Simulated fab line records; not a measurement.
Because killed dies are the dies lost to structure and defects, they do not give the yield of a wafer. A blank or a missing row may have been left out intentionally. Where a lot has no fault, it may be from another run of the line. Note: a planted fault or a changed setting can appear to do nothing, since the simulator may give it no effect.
What tool caused it? | flow rit-cmos | 14 lots, 42 wafers sampled, at 2 steps of a route of 202

WHAT EACH GAUGE READ, for each wafer
RIT_PRETRO_TW_MEAS_10.
lot  | measured    | on            | PRETRO_TW
L573 | day 2 08:01 | film-metro-01 | 474.2 472.3 475.3
L578 | day 3 10:14 | film-metro-02 | 30.2 30.2 30.1 30.1 30.2 30.1
L579 | day 3 14:13 | film-metro-02 | 30.1 30.1 30.2 30.2 30.0 30.0
L581 | day 4 05:04 | film-metro-02 | 475.9 478.7 478.9
L586 | day 5 01:35 | film-metro-02 | 475.4 475.7 473.5
L587 | day 5 06:43 | film-metro-01 | 471.5 475.3 474.1
L589 | day 5 17:35 | film-metro-04 | 475.3 476.5 478.2
L590 | day 5 22:57 | film-metro-01 | 476.4 475.2 472.3
L591 | day 6 03:50 | film-metro-01 | 473.9 473.2 474.8
L592 | day 6 10:50 | film-metro-01 | 473.6 477.4 474.0
L593 | day 6 12:08 | film-metro-01 | 474.9 472.7 472.1
L594 | day 6 16:59 | film-metro-04 | 478.6 475.3 475.2
L595 | day 6 22:20 | film-metro-04 | 476.8 477.4 476.5
L596 | day 7 06:23 | film-metro-02 | 476.4 476.6 475.9

WHICH TOOL RAN EACH LOT (tool, then ch and the chambers of the sampled wafers, then the start)
lot  | RIT_NRETRO_STRIP_09
L573 | plasma-asher-03 ch 1, day 2 06:17
L578 | plasma-asher-03 ch 0,1, day 3 08:22
L579 | plasma-asher-03 ch 0,1, day 3 12:31
L581 | plasma-asher-02 ch 0,1, day 4 03:12
L586 | plasma-asher-03 ch 0,1, day 4 23:44
L587 | plasma-asher-04 ch 0,1, day 5 04:52
L589 | plasma-asher-04 ch 0,1, day 5 15:52
L590 | plasma-asher-02 ch 0,1, day 5 21:13
L591 | plasma-asher-02 ch 0,1, day 6 01:57
L592 | plasma-asher-03 ch 0,1, day 6 08:58
L593 | plasma-asher-03 ch 0, day 6 10:07
L594 | plasma-asher-03 ch 0,1, day 6 15:09
L595 | plasma-asher-03 ch 0,1, day 6 20:29
L596 | plasma-asher-04 ch 0,1, day 7 04:39
- RIT_NRETRO_STRIP_09: strips in O2, time 180 s.

AS READ BY THE TOOLS THEMSELVES (means over the sampled wafers that have a number; for cases with no such wafer, the mark the record gives instead)
RIT_NRETRO_STRIP_09.
lot  | tool            | chamber-pressure-mTorr (mTorr) | drypump-motor-current-A (A)
L573 | plasma-asher-03 | 4001                           | 5.5
L578 | plasma-asher-03 | -                              | -
L579 | plasma-asher-03 | -                              | -
L581 | plasma-asher-02 | 4005                           | 5.1
L586 | plasma-asher-03 | 3999                           | 5.4
L587 | plasma-asher-04 | 4001                           | 5.8
L589 | plasma-asher-04 | 4003                           | 5.8
L590 | plasma-asher-02 | 3996                           | 5.1
L591 | plasma-asher-02 | 4003                           | 5.4
L592 | plasma-asher-03 | 3999                           | 5.2
L593 | plasma-asher-03 | 4000                           | 5.1
L594 | plasma-asher-03 | 4001                           | 5.3
L595 | plasma-asher-03 | 4001                           | 5.2
L596 | plasma-asher-04 | 4000                           | 5.6

THE ANSWER, worked out from the rows above alone
Rule: the usual values come from the lots themselves. Put in order of their means at a reading, lots are off if they are a third of the lots or fewer, leave a main group of 4 or more, and stand apart from it by a gap of 3 or more times the standard deviation of the main group's means; of several such gaps the widest counts. A main group is skipped when, at the precision printed for the reading in the tables above, its means are all equal. A lot without any number at a reading at which 4 lots or more have one is off too. All remaining lots with rows at the step are treated as sound. After the gauges, taken in route order, come the tools' own readings; for these a lot's mean is taken, as printed above. The first step at which some lot is off is used, and at that step the reading that is off furthest; a lot without a number counts as furthest.
Off: L578, L579, seen at RIT_PRETRO_TW_MEAS_10 (PRETRO_TW). Mean 475.3 and standard deviation 1.4 in the main group.
A tool fits if, at a process step before that reading, it ran every lot that is off, and no sound lot after the first of them. The gauges at RIT_PRETRO_TW_MEAS_10 aren't tried: what is off there is off at RIT_NRETRO_STRIP_09 too, on other tools, and a gauge's error can't cause that. None of those tried fits.

WHAT THE SIMULATOR PUT IN
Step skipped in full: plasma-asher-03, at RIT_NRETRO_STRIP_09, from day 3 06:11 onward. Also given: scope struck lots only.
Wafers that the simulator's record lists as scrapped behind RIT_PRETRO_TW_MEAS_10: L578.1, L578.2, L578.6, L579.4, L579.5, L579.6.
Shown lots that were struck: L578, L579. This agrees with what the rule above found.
